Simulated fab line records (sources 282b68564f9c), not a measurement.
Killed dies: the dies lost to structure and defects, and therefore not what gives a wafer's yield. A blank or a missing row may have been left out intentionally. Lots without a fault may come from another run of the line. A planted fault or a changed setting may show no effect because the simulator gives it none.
A lot that was struck, set against a sound lot + flow rit_cmos + 39 out of 202 route steps
Sound: wafers L694.2, L694.3, L694.4. Wafers L690.3, L690.4, L690.5 were the ones struck. The cause comes at the end.
Per side, at each step with rows, come the tool, then ch with its chambers, and then its first start. Under that, the readings that differ: sound wafers + struck wafers + difference of the means + sigmas: that difference in standard deviations of wafers without a fault.
alike: readings with means less than 2 such deviations apart, plus words and numbers identical on both sides. not compared: withheld readings, readings lacking a value on some wafer, bounds such as >300 that could conceal the same value, and numbers that have no deviation in the record and whose values overlap.
The two part at a step that has a row with sigmas, a row that says differs or no value, or rows on one side only. Numbers that don't overlap but have no deviation are shown without sigmas and don't part them. A reading missing from all wafers of one side parts the sides only when that side holds two or more wafers.

first, 3 steps without rows for these wafers: RIT_GATE_EXPOSE_13 (exposes mask M6, target cd 150 nm); RIT_GATE_PEB_14; RIT_GATE_DEVELOP_15 (develop time 52.32 s).
RIT_GATE_CD_MEAS_16: target cd 150 nm.
  struck on cd_sem-02, day 5 07:33; sound on cd_sem-02, day 5 21:50
  alike: cd_nm
RIT_GATE_OVL_MEAS_17:
  struck on overlay-02, day 5 07:38; sound on overlay-01, day 5 21:57
  alike: GATE_OVL
then, 1 step without rows for these wafers: RIT_GATE_HARDBAKE_18 (time 60 s).
RIT_GATE_ETCH_19: etches poly-Si in SF6/CHF3/O2, stops on SiO2, time 165 s, target depth 312.5 nm.
  sound on rie_si-02 ch 0,1,2, day 5 22:08; struck on rie_si-02 ch 1,2, day 5 07:49
  alike: drypump_motor_current_A, oes_product_au, throttle_valve_pct
  not compared: rf_hours_counter_h
RIT_GATE_STRIP_20: strips in O2, time 180 s.
  sound on plasma_asher-01 ch 0,1, day 5 22:14; struck on plasma_asher-03 ch 0,1, day 5 07:59
  alike: drypump_motor_current_A
  not compared: rf_hours_counter_h
RIT_GATE_CD_MEAS_90: target cd 150 nm.
  struck on cd_sem-01, day 5 08:08; sound on cd_sem-02, day 5 22:26
  alike: cd_nm
then, 3 steps without rows for these wafers: RIT_REOX_CLEAN_00 (cleans in SC1, time 600 s); RIT_REOX_CLEAN_01 (cleans in dHF, time 30 s); RIT_REOX_CLEAN_02 (cleans in SC2, time 600 s).
RIT_REOX_OXIDATION_03: target thk 25.2 nm, ox time 5580 s.
  sound on furnace-01 ch 0, day 5 22:58; struck on furnace-03 ch 0, day 5 11:48
RIT_REOX_THK_MEAS_04:
  struck on film_metro-03, day 5 14:22; sound on film_metro-01, day 6 01:32
| reading             | sound          | struck         | difference | sigmas |
|---------------------|----------------|----------------|------------|--------|
| REOX_OXIDE_THK (nm) | 25.4 25.1 25.8 | 40.8 40.8 41.0 | +15.4      | +30    |
then, 6 steps without rows for these wafers: RIT_NLDD_HMDS_00 (prime time 60 s); RIT_NLDD_COAT_01 (resist thk 1000 nm); RIT_NLDD_SOFTBAKE_02 (time 60 s); RIT_NLDD_EXPOSE_03 (exposes mask M7, target cd 40700 nm); RIT_NLDD_PEB_04; RIT_NLDD_DEVELOP_05 (develop time 50 s).
RIT_NLDD_OVL_MEAS_06:
  struck on overlay-01, day 5 15:28; sound on overlay-02, day 6 02:48
  alike: NLDD_OVL
then, 2 steps without rows for these wafers: RIT_NLDD_HARDBAKE_07 (time 60 s); RIT_NLDD_IMPLANT_08.
RIT_NLDD_STRIP_09: strips in O2, time 180 s.
  sound on plasma_asher-04 ch 0,1, day 6 03:08; struck on plasma_asher-04 ch 0,1, day 5 16:02
  alike: drypump_motor_current_A
  not compared: rf_hours_counter_h
RIT_NLDD_TW_MEAS_10:
  struck on film_metro-04, day 5 16:11; sound on film_metro-01, day 6 03:19
  alike: NLDD_TW
then, 6 steps without rows for these wafers: RIT_PLDD_HMDS_00 (prime time 60 s); RIT_PLDD_COAT_01 (resist thk 984.3 nm); RIT_PLDD_SOFTBAKE_02 (time 60 s); RIT_PLDD_EXPOSE_03 (exposes mask M8, target cd 40900 nm); RIT_PLDD_PEB_04; RIT_PLDD_DEVELOP_05 (develop time 50 s).
RIT_PLDD_OVL_MEAS_06:
  struck on overlay-02, day 5 17:11; sound on overlay-01, day 6 04:20
  alike: PLDD_OVL
then, 2 steps without rows for these wafers: RIT_PLDD_HARDBAKE_07 (time 60 s); RIT_PLDD_IMPLANT_08.
RIT_PLDD_STRIP_09: strips in O2, time 180 s.
  sound on plasma_asher-01 ch 0,1, day 6 04:40; struck on plasma_asher-03 ch 0,1, day 5 17:34
  alike: drypump_motor_current_A
  not compared: rf_hours_counter_h
RIT_PLDD_TW_MEAS_10:
  struck on film_metro-02, day 5 17:43; sound on film_metro-01, day 6 04:52
  alike: PLDD_TW
RIT_SPACER_CLEAN_00: cleans in SC1, time 600 s.
  sound on wet_bench-01 ch 0, day 6 04:55; struck on wet_bench-01 ch 0, day 5 17:45
| reading                                     | sound            | struck            | difference | sigmas |
|---------------------------------------------|------------------|-------------------|------------|--------|
| model.SiO2_of_REOX_OXIDATION_03.thk_nm (nm) | 23.46 23.21 23.8 | 37.76 37.69 37.83 | +14.27     |        |
then, 1 step without rows for these wafers: RIT_SPACER_CLEAN_01 (cleans in dHF, time 30 s).
RIT_M1_PROBE_99:
  struck on prober-01, day 6 08:40; sound on prober-01, day 6 19:12
| reading     | sound | struck | difference | sigmas |
|-------------|-------|--------|------------|--------|
| killed_dies | 4 4 2 | 11 9 8 | +6         | +2     |
  alike: killed_at_contacts, killed_at_front_end, killed_open, killed_short

## WHERE THEY PART
Last at RIT_M1_PROBE_99 as far as this record goes, first at RIT_REOX_THK_MEAS_04.

WHY: whatever the simulator had introduced
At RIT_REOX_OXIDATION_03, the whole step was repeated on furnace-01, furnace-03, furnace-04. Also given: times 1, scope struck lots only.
